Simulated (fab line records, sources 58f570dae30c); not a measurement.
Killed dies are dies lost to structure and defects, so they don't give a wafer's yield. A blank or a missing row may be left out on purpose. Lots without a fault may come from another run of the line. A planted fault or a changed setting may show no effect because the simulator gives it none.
Problem report in the 8D (eight disciplines) form, filled by code | flow berkeley_cmos170 | the parts of the form that need people (team, actions taken, sign-off) are left out

1. THE PROBLEM
run_length_s at UCB170_V1_ETCH_14 reads a mean of 351.9 s on 1 wafer of 1 lot; wafers without a fault read 319.2 s with a standard deviation of 0.4. That is +82 standard deviations from the usual mean.
The step: etches SiO2 in CHF3/CF4/Ar, stops on Al, target depth 1250 nm, time 291 s.
First seen on wafer L960.2, day 9 04:56, on rie_diel-01. The record holds 39 wafers of 13 lots with a number at this step. Rule for "out", or "out of limits": more than 4 standard deviations from the usual mean. The other wafers with a number count as sound.

2. WHAT IT IS AND WHAT IT IS NOT
question                    | is                           | is not
which readings at this step | run_length_s, oes_product_au | drypump_motor_current_A, throttle_valve_pct
which lots                  | L960                         | L952, L953, L955, L956, L957, L958, L961, L969, L971, L973, L974, L975
which wafers of those lots  | L960.2                       | L960.3, L960.5
read on which tools         | rie_diel-01                  | rie_diel-03, rie_diel-04
when                        | from day 9 04:56             | up to then (20 sound wafers); but 18 sound wafers of L961, L969, L971, L973, L974, L975 came after

3. SUSPECTS, AND WHAT RULES EACH OUT
Counting: a tool at a process step up to the reading stays a suspect if it ran every lot that is out. Sound lots after the first of them don't rule it out here, since some wafers of a struck lot are sound.
- rie_diel-01 at UCB170_V1_ETCH_14 (etches SiO2 in CHF3/CF4/Ar, stops on Al, target depth 1250 nm, time 291 s): kept. It ran the lot that is out, L960 (day 9 04:56); its last sound lot up to then is L956 (day 8 00:49). Its own readings are out on those wafers: oes_product_au, run_length_s.
- Within rie_diel-01 at UCB170_V1_ETCH_14: the wafers that are out ran in chamber 0; their sound lot-mates ran in chambers 1, 2.
Left after counting: rie_diel-01 at UCB170_V1_ETCH_14.

4. THE CAUSE (what the simulator had put in)
Process parameter drift: rie_diel-01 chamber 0, from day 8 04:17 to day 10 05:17, at UCB170_V1_ETCH_14. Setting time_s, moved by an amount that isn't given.
Counting left only this tool.

5. THE CHAIN OF EFFECTS, in route order
Each row: a reading whose mean over the struck wafers that have a number lies more than 3 standard deviations from the usual. Only readings for which the record gives a usual standard deviation are gone through. hours: the time from each lot's start at the first step in this table that gives one to its start at this step, as a median over the lots. sigmas: the change in usual standard deviations.
hours | step               | reading                  | usual      | on struck wafers | change | sigmas
0     | UCB170_V1_ETCH_14  | oes_product_au           | 0.869 a.u. | 0.806            | -0.063 | -4.2
0     | UCB170_V1_ETCH_14  | run_length_s             | 319.2 s    | 351.9            | +32.7  | +82
0     | UCB170_V1_STRIP_15 | strip_time_to_endpoint_s | 15.29 s    | 14.65            | -0.64  | -5.3
The process steps in it:
- UCB170_V1_ETCH_14: etches SiO2 in CHF3/CF4/Ar, stops on Al, target depth 1250 nm, time 291 s.
- UCB170_V1_STRIP_15: strips in O2.

6. WHAT WOULD HAVE CAUGHT IT SOONER
In this record the first reading out of limits was taken at day 9 04:56, 25 hours after the fault began at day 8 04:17.
